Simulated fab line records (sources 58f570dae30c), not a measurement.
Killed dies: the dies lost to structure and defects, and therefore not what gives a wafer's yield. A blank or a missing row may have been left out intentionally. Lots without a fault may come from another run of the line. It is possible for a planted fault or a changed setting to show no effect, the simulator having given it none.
Which tool did it? | flow berkeleyCmos170 | 14 lots, 42 wafers sampled, at 5 steps of a route of 331

## WHAT EACH GAUGE READ, for each wafer
UCB170_PSD_OVL_MEAS_07. Usual: PSD_OVL 2 nm, standard deviation 5.2.
lot  | measured     | on         | PSD_OVL (nm) | flag
L110 | day 6 15:14  | overlay-01 | 1 7 1        | 
L109 | day 6 15:29  | overlay-02 | 12 7 6       | 
L111 | day 7 03:22  | overlay-02 | 6 2 10       | 
L114 | day 7 07:23  | overlay-01 | 3 7 2        | 
L118 | day 8 13:22  | overlay-02 | 1 2 0        | 
L116 | day 8 13:36  | overlay-02 | -8 -11 -7    | 
L117 | day 8 13:50  | overlay-01 | 3 5 4        | 
L119 | day 9 00:41  | overlay-01 | 0 -2 -4      | 
L121 | day 10 01:13 | overlay-02 | -9 -3 -5     | 
L122 | day 10 01:38 | overlay-02 | 1 6 3        | 
L126 | day 11 01:05 | overlay-01 | 8 10 11      | 
L129 | day 11 01:39 | overlay-02 | 3 5 -3       | 
L131 | day 11 13:01 | overlay-01 | 9 -1 5       | 
L132 | day 12 00:31 | overlay-02 | -1 -1 -7     | 

UCB170_NSD_OVL_MEAS_07. Usual: NSD_OVL -1 nm, standard deviation 4.6.
lot  | measured     | on         | NSD_OVL (nm) | flag
L110 | day 6 17:23  | overlay-01 | 0 0 -5       | 
L109 | day 6 17:37  | overlay-02 | -3 -1 -2     | 
L111 | day 7 04:59  | overlay-01 | -2 -4 0      | 
L114 | day 7 09:13  | overlay-02 | 1 -4 -9      | 
L118 | day 8 16:33  | overlay-01 | -4 -1 7      | 
L116 | day 8 16:37  | overlay-02 | 7 6 3        | 
L117 | day 8 17:05  | overlay-02 | -1 2 0       | 
L119 | day 9 02:29  | overlay-02 | -10 -6 -6    | 
L121 | day 10 03:47 | overlay-02 | -4 -1 -3     | 
L122 | day 10 03:40 | overlay-01 | 0 6 9        | 
L126 | day 11 03:41 | overlay-02 | -5 -5 -3     | 
L129 | day 11 04:30 | overlay-02 | -5 1 2       | 
L131 | day 11 15:42 | overlay-01 | -2 -5 -7     | 
L132 | day 12 02:59 | overlay-01 | -1 1 1       | 

UCB170_CONTACT_OVL_MEAS_16. Usual: CONTACT_OVL -2 nm, standard deviation 5.2.
lot  | measured     | on         | CONTACT_OVL (nm) | flag
L110 | day 6 23:46  | overlay-01 | -1 0 3           | 
L109 | day 7 01:40  | overlay-02 | -11 -1 -3        | 
L111 | day 7 11:40  | overlay-01 | -10 -6 -2        | 
L114 | day 7 16:29  | overlay-01 | -6 -8 -6         | 
L118 | day 9 02:46  | overlay-01 | -8 -1 1          | 
L116 | day 9 02:57  | overlay-02 | -5 -1 -9         | 
L117 | day 9 05:23  | overlay-02 | 3 3 -4           | 
L119 | day 9 11:53  | overlay-01 | 0 3 8            | 
L121 | day 10 11:45 | overlay-01 | -7 -9 -5         | 
L122 | day 10 10:39 | overlay-01 | -2 -7 -7         | 
L126 | day 11 11:49 | overlay-02 | 2 12 9           | 
L129 | day 11 11:34 | overlay-01 | 0 6 4            | 
L131 | day 11 22:55 | overlay-02 | 2 -7 -7          | 
L132 | day 12 09:15 | overlay-02 | 7 3 5            | 

UCB170_V1_THK_MEAS_01. Usual: V1_TEOS_THK 1997 nm, standard deviation 29.
lot  | measured     | on           | V1_TEOS_THK (nm) | flag
L110 | day 7 05:38  | filmMetro-02 | 1958 2004 2028   | 
L109 | day 7 09:07  | filmMetro-01 | 2004 2023 2032   | 
L111 | day 7 19:25  | filmMetro-01 | 1973 1983 2004   | 
L114 | day 8 00:08  | filmMetro-03 | 2027 2032 2026   | 
L118 | day 9 11:28  | filmMetro-02 | 1986 2038 2010   | 
L116 | day 9 11:27  | filmMetro-03 | 1921 1956 1959   | 
L117 | day 9 11:37  | filmMetro-01 | 1948 1990 2011   | 
L119 | day 9 20:01  | filmMetro-01 | 1959 1983 2039   | 
L121 | day 10 19:29 | filmMetro-02 | 2425 2441 2410   | OFF
L122 | day 10 15:24 | filmMetro-02 | 1954 1999 1985   | 
L126 | day 11 18:34 | filmMetro-03 | 2023 2016 2034   | 
L129 | day 11 18:37 | filmMetro-02 | 2406 2412 2450   | OFF
L131 | day 12 08:08 | filmMetro-02 | 1986 2028 1990   | 
L132 | day 12 14:54 | filmMetro-03 | 1995 2047 2031   | 

## WHAT TOOL EACH LOT RAN ON (gives the tool, then ch and the chambers of the sampled wafers, and finally the start)
lot  | UCB170_V1_CVD_00
L110 | pecvd-03 ch 0,1,2, day 7 05:28
L109 | pecvd-04 ch 0,1,2, day 7 08:58
L111 | pecvd-03 ch 1,2, day 7 19:16
L114 | pecvd-04 ch 0,1,2, day 7 23:58
L118 | pecvd-03 ch 0,1,2, day 9 11:18
L116 | pecvd-01 ch 0,1, day 9 11:18
L117 | pecvd-03 ch 0,2, day 9 11:27
L119 | pecvd-01 ch 1,2, day 9 19:52
L121 | pecvd-03 ch 0,1,2, day 10 19:20
L122 | pecvd-03 ch 0,1,2, day 10 15:14
L126 | pecvd-04 ch 0,2, day 11 18:23
L129 | pecvd-03 ch 0,1, day 11 18:23
L131 | pecvd-04 ch 1,2, day 12 07:58
L132 | pecvd-04 ch 0,1,2, day 12 14:43
- UCB170_V1_CVD_00: deposits SiO2 from TEOS/O2, target thk 2000 nm, time 250 s.

## AS READ BY THE TOOLS THEMSELVES (means over the sampled wafers that have a number; for cases with no such wafer, the mark the record gives instead)
UCB170_V1_CVD_00. Usual: heaterPowerW 246 W, standard deviation 46; runLengthS 277.6 s, standard deviation 0.67.
lot  | tool     | heaterPowerW (W) | runLengthS (s) | flag
L110 | pecvd-03 | 241              | 277.0          | 
L109 | pecvd-04 | 256              | 277.7          | 
L111 | pecvd-03 | 243              | 277.0          | 
L114 | pecvd-04 | 217              | 277.9          | 
L118 | pecvd-03 | 263              | 277.2          | 
L116 | pecvd-01 | 243              | 277.8          | 
L117 | pecvd-03 | 301              | 277.1          | 
L119 | pecvd-01 | 254              | 278.1          | 
L121 | pecvd-03 | 230              | 330.6          | OFF
L122 | pecvd-03 | 261              | 277.1          | 
L126 | pecvd-04 | 288              | 277.4          | 
L129 | pecvd-03 | 233              | 331.1          | OFF
L131 | pecvd-04 | 220              | 278.5          | 
L132 | pecvd-04 | 257              | 277.6          | 

## THE ANSWER, worked out from the rows above alone
Rule: take the mean of a lot's wafers that have a number; if it is more than 3 standard deviations from the usual mean, the lot is off. A lot without any number at a reading at which 4 lots or more have one is off too. The other lots that the step has rows for count as sound. Order of review: gauges by route order, followed by the tools' own readings, for which a lot's mean as printed above is used. The first step at which some lot is off is used, and at that step the reading that is off furthest; a lot without a number counts as furthest.
Off: L121, L129, seen at UCB170_V1_THK_MEAS_01 (V1_TEOS_THK).
If a tool, at a process step before that reading, ran all the lots that are off and no sound lot after the first of them, it fits. Not tried: the gauges at UCB170_V1_THK_MEAS_01; whatever is off there is also off at UCB170_V1_CVD_00, on other tools, and gauge error can't account for it. One fits: UCB170_V1_CVD_00 on pecvd-03. A fault onset in the window from L122 (day 10 15:14, its last sound lot) to L121 (day 10 19:20, its first lot off) fits.
The tool's own readings at UCB170_V1_CVD_00 bear it out: on the lots that are off they differ by more than 5 times the standard deviation of the sound lots' means. runLengthS reads 330.9 s there against 277.5 s on the sound lots.

## WHAT THE SIMULATOR HAD PUT IN
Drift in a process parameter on pecvd-03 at UCB170_V1_CVD_00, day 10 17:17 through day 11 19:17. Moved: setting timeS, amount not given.
Struck lots among those shown: L121, L129. The rule given above showed the same thing.
